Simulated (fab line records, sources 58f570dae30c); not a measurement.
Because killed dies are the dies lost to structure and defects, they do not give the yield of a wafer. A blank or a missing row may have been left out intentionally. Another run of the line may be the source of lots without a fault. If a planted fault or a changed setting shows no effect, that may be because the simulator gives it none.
fab line records + flow berkeley-cmos170
[record]
- lots = 14
- wafers = 42
- last-day = 12
route steps=331 shown NWELL@27 ACTIVE@75 NVT@108 SPACER@174
lots that met no fault: from a run of the same line without faults
start-h: hours from the record's opening day to when the first of the lot's shown wafers began + wait-h: hours since the lot's step before + " same as the row above + L1.1+2: one row covering several wafers at once + - value missing, or start not given + * or withheld: withheld + < > ~ a bound
route shown NAME@n: NAME is a module with steps in the file, n the number in the route of the first one + usual: mean/standard deviation taken from wafers without a fault + same: alike in all rows + chamber/n: place in a boat + sites: the reading at each site + _std_site: the values' standard deviation + _edge_site: inner sites' mean taken away from outer sites' mean + radius-mm: how far each site lies from the wafer's centre + mask NAME#n: copy n + behind: the most recent tool/chamber to have shaped the wafer + hold: why the lot went on hold/how many hours it stayed there/how the hold came to an end + device: the transistor (n, p or np) that didn't switch + end of line: tests of these same wafers at the route's end + where a step has no rows: the recipe by itself + killed: dies that structure and defects cost at the first sort, which is not the same as the wafer's yield + map: a wafer's dies, marking killed ones x, the rest . and places with no die _
set.NAME: the setting that was run; set.NAME@STEP: the one run at that earlier step + model.NAME: the simulator's own value behind a step, which no gauge read
a sample of lots followed through the steps of the route, with each step as a table and each wafer as a row
services: the hour from which a tool's chamber was out of use, counted from the record's first day as start-h (under 0 if before that day), plus the number of hours and why
[[steps]]
[step UCB170_NWELL_ETCH_13]
[recipe]
- chemistry = CH3F/Ar/O2
- target = Si3N4
- stop-on = SiO2
- CH3F_flow_sccm = 20
- Ar_flow_sccm = 50
- O2_flow_sccm = 7
- pressure-mtorr = 50
- rf-w = 450
- target-depth-a = 2464
- over-etch-frac = 0.1
- time-s = 154
[usual]
- drypump-motor-current-A = 5.6/0.39
- oes-product-au = 0.942/0.016
- rf-fwd-power-W = 447.8/1.3
- throttle-valve-pct = 8.14/0.14
| lot.wafer | tool        | chamber | start-h | wait-h | drypump-motor-current-A | oes-product-au | rf-fwd-power-W | rf-hours-counter-h | throttle-valve-pct |
|-----------|-------------|---------|---------|--------|-------------------------|----------------|----------------|--------------------|--------------------|
| L203.1    | rie-diel-03 | 2       | 54.14   | 0.0    | 4.9                     | 0.938          | 448.3          | 83                 | 8.29               |
| L203.3    | "           | 3       | "       | "      | 6.2                     | 0.966          | 448.7          | 15                 | 8.25               |
| L203.4    | "           | 2       | "       | "      | 4.9                     | 0.941          | 447.5          | -                  | 8.27               |
| L204.1    | rie-diel-02 | 0       | 61.10   | 0.0    | 5.1                     | 0.923          | 449.3          | 77                 | 8.08               |
| L204.2    | "           | 3       | "       | "      | 6.0                     | 0.924          | 449.0          | 18                 | 8.13               |
| L204.6    | "           | 0       | "       | "      | 5.1                     | 0.920          | 450.6          | -                  | 8.08               |
| L205.1    | rie-diel-03 | 0       | 67.37   | 0.0    | 5.5                     | 0.976          | 448.1          | 178                | 8.01               |
| L205.4    | "           | 3       | "       | "      | 6.2                     | 0.960          | 449.1          | -                  | 8.26               |
| L205.5    | "           | 2       | "       | "      | 4.9                     | 0.929          | 448.1          | -                  | 8.27               |
| L207.2    | rie-diel-03 | 3       | 77.35   | 0.0    | 6.2                     | 0.958          | 449.4          | 16                 | 8.25               |
| L207.4    | "           | 3       | "       | "      | 6.2                     | 0.970          | 449.5          | -                  | 8.24               |
| L207.6    | "           | 0       | "       | "      | 5.5                     | 0.970          | 445.8          | -                  | 8.01               |
| L206.2    | rie-diel-01 | 3       | 77.46   | 0.0    | 5.5                     | 0.952          | 447.6          | 84                 | 8.37               |
| L206.4    | "           | 2       | "       | "      | 5.5                     | 0.921          | 447.7          | 2                  | 8.00               |
| L206.6    | "           | 1       | "       | "      | 5.4                     | 0.952          | 448.1          | -                  | 7.97               |
| L208.2    | rie-diel-01 | 1       | 86.04   | 0.0    | 5.3                     | 0.954          | 448.3          | 107                | 7.95               |
| L208.3    | "           | 3       | "       | "      | 5.5                     | 0.955          | 449.0          | 84                 | 8.36               |
| L208.6    | "           | 2       | "       | "      | 5.5                     | 0.920          | 446.6          | -                  | 7.99               |
| L209.4    | rie-diel-01 | 1       | 96.52   | 0.0    | 5.4                     | 0.951          | 447.4          | 107                | 7.96               |
| L209.5    | "           | 0       | "       | "      | 5.7                     | 0.938          | 447.7          | -                  | 8.30               |
| L209.6    | "           | 1       | "       | "      | 5.3                     | 0.945          | 448.3          | -                  | 7.95               |
| L211.1    | rie-diel-02 | 3       | 96.76   | 0.0    | 6.1                     | 0.944          | 448.2          | 19                 | 8.12               |
| L211.2    | "           | 1       | "       | "      | 5.9                     | 0.959          | 449.9          | 46                 | 8.02               |
| L211.6    | "           | 1       | "       | "      | 5.9                     | 0.959          | 448.8          | -                  | 8.03               |
| L212.2    | rie-diel-03 | 3       | 96.88   | 0.0    | 6.2                     | 0.973          | 447.9          | 17                 | 8.24               |
| L212.5    | "           | 2       | "       | "      | 4.9                     | 0.947          | 449.5          | -                  | 8.28               |
| L212.6    | "           | 1       | "       | "      | 5.7                     | 0.941          | 447.1          | -                  | 8.22               |
| L210.2    | rie-diel-01 | 3       | 97.16   | 0.0    | 5.5                     | 0.956          | 444.8          | 85                 | 8.36               |
| L210.4    | "           | 2       | "       | "      | 5.5                     | 0.920          | 447.9          | 3                  | 7.98               |
| L210.5    | "           | 3       | "       | "      | 5.5                     | 0.947          | 446.5          | -                  | 8.36               |
| L215.1    | rie-diel-03 | 1       | 120.37  | 0.0    | 5.7                     | 0.929          | 445.4          | 10                 | 8.23               |
| L215.5    | "           | 0       | "       | "      | 5.6                     | 0.923          | 448.7          | -                  | 8.02               |
| L215.6    | "           | 1       | "       | "      | 5.7                     | 0.923          | 449.1          | -                  | 8.23               |
| L220.1    | rie-diel-01 | 2       | 136.70  | 0.0    | 5.5                     | 0.916          | 446.7          | 5                  | 7.99               |
| L220.4    | "           | 1       | "       | "      | 5.3                     | 0.946          | 446.1          | 109                | 7.95               |
| L220.6    | "           | 3       | "       | "      | 5.5                     | 0.952          | 447.7          | -                  | 8.36               |
| L221.2    | rie-diel-02 | 0       | 143.39  | 0.0    | 5.1                     | 0.936          | 449.1          | 79                 | 8.08               |
| L221.3    | "           | 1       | "       | "      | 6.0                     | 0.946          | 450.4          | 47                 | 8.04               |
| L221.6    | "           | 1       | "       | "      | 6.0                     | 0.942          | 450.7          | -                  | 8.02               |
| L222.1    | rie-diel-03 | 2       | 157.64  | 0.0    | 4.9                     | 0.945          | 447.8          | 87                 | 8.28               |
| L222.4    | "           | 2       | "       | "      | 4.9                     | 0.935          | 444.3          | -                  | 8.28               |
| L222.5    | "           | 3       | "       | "      | 6.2                     | 0.965          | 448.5          | -                  | 8.28               |
[step UCB170_ACTIVE_ETCH_15]
[recipe]
- chemistry = CH3F/Ar/O2
- target = Si3N4
- stop-on = SiO2
- CH3F_flow_sccm = 20
- Ar_flow_sccm = 50
- O2_flow_sccm = 7
- pressure-mtorr = 50
- rf-w = 450
- target-depth-a = 2420
- over-etch-frac = 0.1
- time-s = 151
[usual]
- drypump-motor-current-A = 5.7/0.42
- oes-product-au = 0.943/0.012
- rf-fwd-power-W = 448.3/1.3
- throttle-valve-pct = 8.12/0.11
| lot.wafer | tool        | chamber | start-h | wait-h | drypump-motor-current-A | oes-product-au | rf-fwd-power-W | rf-hours-counter-h | throttle-valve-pct |
|-----------|-------------|---------|---------|--------|-------------------------|----------------|----------------|--------------------|--------------------|
| L203.1    | rie-diel-04 | 0       | 111.63  | 0.0    | 5.7                     | 0.925          | 449.4          | 12                 | 8.01               |
| L203.3    | "           | 1       | "       | "      | 5.7                     | 0.949          | 447.8          | 2                  | 7.98               |
| L203.4    | "           | 2       | "       | "      | 5.5                     | 0.950          | 449.6          | 139                | 8.11               |
| L204.1    | rie-diel-02 | 1       | 118.62  | 0.0    | 6.0                     | 0.943          | 450.9          | 46                 | 8.05               |
| L204.2    | "           | 0       | "       | "      | 5.1                     | 0.938          | 448.4          | 78                 | 8.08               |
| L204.6    | "           | 0       | "       | "      | 5.1                     | 0.937          | 448.2          | -                  | 8.08               |
| L205.1    | rie-diel-03 | 3       | 118.90  | 0.0    | 6.2                     | 0.954          | 448.0          | 18                 | 8.25               |
| L205.4    | "           | 3       | "       | "      | 6.2                     | 0.955          | 448.5          | -                  | 8.25               |
| L205.5    | "           | 2       | "       | "      | 4.9                     | 0.930          | 446.8          | -                  | 8.27               |
| L206.2    | rie-diel-02 | 0       | 139.27  | 0.0    | 5.1                     | 0.941          | 446.2          | 79                 | 8.07               |
| L206.4    | "           | 2       | "       | "      | 5.8                     | 0.935          | 447.2          | 32                 | 7.96               |
| L206.6    | "           | 1       | "       | "      | 6.0                     | 0.956          | 449.0          | -                  | 8.02               |
| L207.2    | rie-diel-03 | 3       | 139.55  | 0.0    | 6.2                     | 0.964          | 448.4          | 19                 | 8.26               |
| L207.4    | "           | 0       | "       | "      | 5.6                     | 0.947          | 447.2          | -                  | 8.01               |
| L207.6    | "           | 3       | "       | "      | 6.2                     | 0.964          | 445.8          | -                  | 8.25               |
| L208.2    | rie-diel-04 | 1       | 139.86  | 0.0    | 5.7                     | 0.924          | 448.6          | 4                  | 7.99               |
| L208.3    | "           | 3       | "       | "      | 6.0                     | 0.949          | 450.2          | 106                | 8.17               |
| L208.6    | "           | 3       | "       | "      | 6.0                     | 0.945          | 446.7          | -                  | 8.15               |
| L211.1    | rie-diel-04 | 2       | 158.48  | 0.0    | 5.5                     | 0.940          | 450.8          | 142                | 8.11               |
| L211.2    | "           | 3       | "       | "      | 6.0                     | 0.952          | 447.5          | 107                | 8.17               |
| L211.6    | "           | 1       | "       | "      | 5.6                     | 0.932          | 449.8          | -                  | 8.00               |
| L209.4    | rie-diel-02 | 2       | 158.76  | 0.0    | 5.8                     | 0.916          | 449.7          | 33                 | 7.97               |
| L209.5    | "           | 2       | "       | "      | 5.8                     | 0.919          | 447.1          | -                  | 7.97               |
| L209.6    | "           | 3       | "       | "      | 6.1                     | 0.936          | 451.5          | -                  | 8.12               |
| L210.2    | rie-diel-03 | 2       | 159.13  | 0.0    | 4.9                     | 0.934          | 449.4          | 87                 | 8.26               |
| L210.4    | "           | 0       | "       | "      | 5.5                     | 0.929          | 447.6          | -                  | 8.01               |
| L210.5    | "           | 2       | "       | "      | 4.8                     | 0.925          | 447.4          | -                  | 8.28               |
| L212.2    | rie-diel-02 | 3       | 159.49  | 0.0    | 6.1                     | 0.951          | 447.6          | 21                 | 8.13               |
| L212.5    | "           | 1       | "       | "      | 6.0                     | 0.956          | 447.2          | -                  | 8.03               |
| L212.6    | "           | 0       | "       | "      | 5.1                     | 0.940          | 448.8          | -                  | 8.08               |
| L215.1    | rie-diel-04 | 1       | 176.13  | 0.0    | 5.6                     | 0.946          | 449.2          | 5                  | 7.98               |
| L215.5    | "           | 2       | "       | "      | 5.5                     | 0.960          | 448.4          | -                  | 8.12               |
| L215.6    | "           | 3       | "       | "      | 6.0                     | 0.962          | 447.7          | -                  | 8.17               |
| L220.1    | rie-diel-02 | 0       | 192.02  | 0.0    | 5.1                     | 0.956          | 447.9          | 81                 | 8.08               |
| L220.4    | "           | 3       | "       | "      | 6.1                     | 0.944          | 448.7          | -                  | 8.12               |
| L220.6    | "           | 0       | "       | "      | 5.1                     | 0.940          | 447.4          | -                  | 8.08               |
| L221.2    | rie-diel-03 | 1       | 196.26  | 0.0    | 5.7                     | 0.937          | 447.8          | 12                 | 8.22               |
| L221.3    | "           | 2       | "       | "      | 4.9                     | 0.941          | 447.5          | 89                 | 8.27               |
| L221.6    | "           | 1       | "       | "      | 5.7                     | 0.936          | 447.5          | -                  | 8.22               |
| L222.1    | rie-diel-03 | 3       | 204.67  | 0.0    | 6.2                     | 0.952          | 450.1          | 22                 | 8.26               |
| L222.4    | "           | 0       | "       | "      | 5.5                     | 0.943          | 447.5          | 4                  | 8.00               |
| L222.5    | "           | 2       | "       | "      | 4.9                     | 0.936          | 449.8          | -                  | 8.27               |
[step UCB170_NVT_PEB_04]
[recipe]
- peb-temp-c = 130
- peb-time-s = withheld
- resist = KrF
[usual]
- chill-plate-temp-C = 23.01/0.1
- exhaust-pa = 45.2/0.81
| lot.wafer | tool           | chamber | start-h | wait-h | chill-plate-temp-C | exhaust-pa |
|-----------|----------------|---------|---------|--------|--------------------|------------|
| L203.1    | litho-track-04 | 0       | 154.78  | 0.5    | 23.08              | 44.4       |
| L203.3    | "              | 0       | "       | "      | 23.17              | 44.5       |
| L203.4    | "              | 0       | "       | "      | 23.08              | 44.5       |
| L205.1    | litho-track-01 | 0       | 155.05  | 0.5    | 23.00              | 45.0       |
| L205.4    | "              | 0       | "       | "      | 23.01              | 44.7       |
| L205.5    | "              | 0       | "       | "      | 22.98              | 45.1       |
| L204.1    | litho-track-04 | 0       | 155.32  | 0.4    | 22.92              | 44.4       |
| L204.2    | "              | 0       | "       | "      | 23.15              | 44.2       |
| L204.6    | "              | 0       | "       | "      | 23.11              | 45.1       |
| L208.2    | litho-track-03 | 0       | 171.92  | 0.4    | 23.13              | 44.0       |
| L208.3    | "              | 0       | "       | "      | 23.11              | 44.2       |
| L208.6    | "              | 0       | "       | "      | 23.11              | 43.6       |
| L207.2    | litho-track-04 | 0       | 172.37  | 0.6    | 23.12              | 45.0       |
| L207.4    | "              | 0       | "       | "      | 23.03              | 46.0       |
| L207.6    | "              | 0       | "       | "      | 23.08              | 44.8       |
| L206.2    | litho-track-03 | 0       | 172.64  | 0.6    | 22.87              | 45.7       |
| L206.4    | "              | 0       | "       | "      | 22.87              | 46.0       |
| L206.6    | "              | 0       | "       | "      | 22.89              | 45.6       |
| L209.4    | litho-track-04 | 0       | 191.92  | 0.8    | 22.92              | 43.9       |
| L209.5    | "              | 0       | "       | "      | 22.78              | 44.9       |
| L209.6    | "              | 0       | "       | "      | 22.94              | 44.3       |
| L212.2    | litho-track-03 | -       | 191.96  | 0.6    | -                  | -          |
| L212.5    | "              | -       | "       | "      | -                  | -          |
| L212.6    | "              | -       | "       | "      | -                  | -          |
| L211.1    | litho-track-03 | -       | 192.21  | 0.8    | -                  | -          |
| L211.2    | "              | -       | "       | "      | -                  | -          |
| L211.6    | "              | -       | "       | "      | -                  | -          |
| L210.2    | litho-track-04 | 0       | 192.59  | 0.9    | 22.86              | 45.1       |
| L210.4    | "              | 0       | "       | "      | 23.08              | 45.5       |
| L210.5    | "              | 0       | "       | "      | 23.08              | 45.0       |
| L215.1    | litho-track-01 | 0       | 207.21  | 0.8    | 22.92              | 46.0       |
| L215.5    | "              | 0       | "       | "      | 22.99              | 45.8       |
| L215.6    | "              | 0       | "       | "      | 22.83              | 45.4       |
| L220.1    | litho-track-03 | 0       | 224.62  | 0.1    | 22.98              | 45.8       |
| L220.4    | "              | 0       | "       | "      | 23.14              | 44.6       |
| L220.6    | "              | 0       | "       | "      | 22.99              | 45.8       |
| L221.2    | litho-track-04 | 0       | 234.50  | 0.1    | 22.91              | 46.7       |
| L221.3    | "              | 0       | "       | "      | 22.87              | 46.0       |
| L221.6    | "              | 0       | "       | "      | 22.83              | 44.8       |
| L222.1    | litho-track-01 | 0       | 238.44  | 0.2    | 22.98              | 46.3       |
| L222.4    | "              | 0       | "       | "      | 23.01              | 44.8       |
| L222.5    | "              | 0       | "       | "      | 23.03              | 45.3       |
[step UCB170_SPACER_ETCHBACK_03]
[recipe]
- stop-on = Si
- target = SiO2
- chemistry = CHF3/CF4/Ar
- CHF3_flow_sccm = 50
- cf4-flow-sccm = 10
- Ar_flow_sccm = 120
- pressure-mtorr = 200
- rf-w = 500
- target-depth-a = 3760
- time-s = 100
[usual]
- drypump-motor-current-A = 5.6/0.36
- oes-product-au = 0.900/0.016
- rf-fwd-power-W = 497.2/1.7
- throttle-valve-pct = 6.52/0.12
| lot.wafer | tool        | chamber | start-h | wait-h | drypump-motor-current-A | oes-product-au | rf-fwd-power-W | rf-hours-counter-h | throttle-valve-pct |
|-----------|-------------|---------|---------|--------|-------------------------|----------------|----------------|--------------------|--------------------|
| L203.1    | rie-diel-02 | 0       | 179.88  | 0.0    | 5.1                     | 0.891          | 497.4          | 81                 | 6.48               |
| L203.3    | "           | 3       | "       | "      | 6.1                     | 0.884          | 499.9          | 22                 | 6.53               |
| L203.4    | "           | 2       | "       | "      | 5.8                     | 0.883          | 496.8          | 33                 | 6.42               |
| L205.1    | rie-diel-03 | 0       | 179.88  | 0.0    | 5.5                     | 0.909          | 495.0          | 3                  | 6.43               |
| L205.4    | "           | 0       | "       | "      | 5.5                     | 0.911          | 498.0          | -                  | 6.43               |
| L205.5    | "           | 2       | "       | "      | 4.8                     | 0.906          | 495.4          | -                  | 6.68               |
| L204.1    | rie-diel-02 | 3       | 179.95  | 0.1    | 6.1                     | 0.885          | 496.7          | 22                 | 6.54               |
| L204.2    | "           | 0       | "       | "      | 5.1                     | 0.888          | 497.9          | 81                 | 6.48               |
| L204.6    | "           | 0       | "       | "      | 5.1                     | 0.898          | 497.4          | -                  | 6.47               |
| L206.2    | rie-diel-03 | 0       | 196.83  | 0.0    | 5.6                     | 0.890          | 496.7          | 3                  | 6.41               |
| L206.4    | "           | 3       | "       | "      | 6.2                     | 0.923          | 500.3          | 22                 | 6.65               |
| L206.6    | "           | 0       | "       | "      | 5.6                     | 0.900          | 495.9          | -                  | 6.42               |
| L207.2    | rie-diel-02 | 1       | 196.83  | 0.0    | 6.0                     | 0.916          | 497.8          | 49                 | 6.46               |
| L207.4    | "           | 3       | "       | "      | 6.1                     | 0.912          | 497.6          | 23                 | 6.54               |
| L207.6    | "           | 3       | "       | "      | 6.1                     | 0.909          | 499.5          | -                  | 6.53               |
| L208.2    | rie-diel-01 | 1       | 196.83  | 0.0    | 5.3                     | 0.917          | 496.5          | 111                | 6.38               |
| L208.3    | "           | 3       | "       | "      | 5.5                     | 0.919          | 495.0          | 89                 | 6.75               |
| L208.6    | "           | 2       | "       | "      | 5.5                     | 0.887          | 497.4          | -                  | 6.39               |
| L210.2    | rie-diel-03 | 3       | 217.54  | 0.0    | 6.2                     | 0.916          | 498.8          | 24                 | 6.65               |
| L210.4    | "           | 1       | "       | "      | 5.7                     | 0.898          | 497.5          | 13                 | 6.60               |
| L210.5    | "           | 2       | "       | "      | 4.8                     | 0.910          | 496.4          | -                  | 6.68               |
| L211.1    | rie-diel-01 | 2       | 217.54  | 0.0    | 5.5                     | 0.877          | 497.5          | 9                  | 6.42               |
| L211.2    | "           | 3       | "       | "      | 5.5                     | 0.913          | 496.6          | 90                 | 6.75               |
| L211.6    | "           | 3       | "       | "      | 5.5                     | 0.916          | 496.2          | -                  | 6.74               |
| L209.4    | rie-diel-02 | 1       | 217.57  | 0.0    | 6.0                     | 0.904          | 500.7          | -                  | 6.45               |
| L209.5    | "           | 3       | "       | "      | 6.1                     | 0.882          | 499.4          | -                  | 6.52               |
| L209.6    | "           | 2       | "       | "      | 5.8                     | 0.862          | 494.2          | -                  | 6.42               |
| L212.2    | rie-diel-01 | 2       | 217.61  | 0.1    | 5.5                     | 0.864          | 497.4          | 9                  | 6.40               |
| L212.5    | "           | 1       | "       | "      | 5.3                     | 0.912          | 495.3          | -                  | 6.39               |
| L212.6    | "           | 2       | "       | "      | 5.5                     | 0.888          | 497.7          | -                  | 6.41               |
| L215.1    | rie-diel-02 | 2       | 233.59  | 0.0    | 5.8                     | 0.883          | 493.0          | 36                 | 6.41               |
| L215.5    | "           | 1       | "       | "      | 6.0                     | 0.914          | 496.5          | -                  | 6.44               |
| L215.6    | "           | 3       | "       | "      | 6.0                     | 0.922          | 501.1          | -                  | 6.54               |
| L220.1    | rie-diel-02 | 3       | 247.71  | 0.0    | 6.1                     | 0.895          | 497.0          | 25                 | 6.55               |
| L220.4    | "           | 2       | "       | "      | 5.8                     | 0.890          | 496.0          | 36                 | 6.43               |
| L220.6    | "           | 0       | "       | "      | 5.1                     | 0.906          | 497.6          | -                  | 6.49               |
| L221.2    | rie-diel-01 | 0       | 262.07  | 0.0    | 5.7                     | 0.925          | 496.2          | 24                 | 6.72               |
| L221.3    | "           | 1       | "       | "      | 5.3                     | 0.914          | 496.5          | 114                | 6.37               |
| L221.6    | "           | 0       | "       | "      | 5.7                     | 0.923          | 497.8          | -                  | 6.71               |
| L222.1    | rie-diel-02 | 3       | 262.07  | 0.0    | 6.1                     | 0.884          | 496.6          | 26                 | 6.55               |
| L222.4    | "           | 0       | "       | "      | 5.1                     | 0.903          | 496.7          | 83                 | 6.46               |
| L222.5    | "           | 3       | "       | "      | 6.1                     | 0.903          | 496.6          | -                  | 6.54               |
[[services]]
| tool           | chamber | start-h | hours | kind                      |
|----------------|---------|---------|-------|---------------------------|
| rie-diel-04    | 1       | 40.52   | -     | clean                     |
| rie-diel-04    | 1       | 40.52   | 21.4  | scheduled-down            |
| rie-diel-04    | 1       | 40.52   | 21.4  | vent-cycle                |
| rie-diel-01    | 1       | 47.88   | 4.1   | repair                    |
| rie-diel-03    | 2       | 54.82   | 9.1   | repair                    |
| rie-diel-03    | 0       | 81.97   | -     | clean                     |
| rie-diel-03    | 0       | 81.97   | 37.4  | scheduled-down            |
| rie-diel-03    | 0       | 81.97   | 37.4  | vent-cycle                |
| rie-diel-02    | 0       | 93.03   | 5.2   | repair                    |
| rie-diel-01    | 0       | 103.20  | 4.0   | repair                    |
| rie-diel-04    | 0       | 123.50  | 5.6   | repair                    |
| rie-diel-03    | 0       | 127.58  | 4.5   | repair                    |
| rie-diel-03    | 2       | 134.31  | 7.5   | repair                    |
| litho-track-01 | -       | 140.67  | -     | consumable-replace:filter |
| rie-diel-02    | 2       | 171.72  | 4.4   | repair                    |
| rie-diel-01    | 3       | 178.86  | 1.9   | repair                    |
| rie-diel-02    | 1       | 191.42  | 1.3   | repair                    |
| rie-diel-01    | -       | 207.72  | 4.3   | pm                        |
| rie-diel-02    | 0       | 216.04  | 18.0  | repair                    |
| rie-diel-04    | 2       | 217.07  | -     | clean                     |
| rie-diel-04    | 2       | 217.07  | 17.0  | scheduled-down            |
| rie-diel-04    | 2       | 217.07  | 17.0  | vent-cycle                |
| rie-diel-01    | 0       | 254.42  | 3.4   | repair                    |
| rie-diel-01    | 3       | 256.81  | 11.3  | repair                    |
[[key]]
[first-sign]
- step = UCB170_NVT_PEB_04
- reading = tool-record
- direction = missing
effect none on later readings
met-at UCB170_NVT_PEB_04
struck-lots L211,L212
sort-left-out L211.1,L211.2,L211.6,L212.2,L212.5,L212.6
tester-left-out L211,L212
not-acting-at UCB170_NWELL_ETCH_13,UCB170_ACTIVE_ETCH_15,UCB170_SPACER_ETCHBACK_03
onset-between 172.64 191.96
[fault]
- kind = skipped-step-whole
- tool = litho-track-03
- chamber = -
- onset-h = 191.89
- steps = UCB170_NVT_PEB_04
- scope = struck-lots-only
// tester-left-out: of these lots the tester's yield and bins aren't shown, on N5 and GAA mostly nor the transistor test; their killed dies are dies lost to structure and defects alone, not to doping, threshold or leakage, so they don't give the yield
// sort-left-out: the simulated sort isn't trusted on such a fault, so these wafers' sort isn't shown, and their yield isn't known
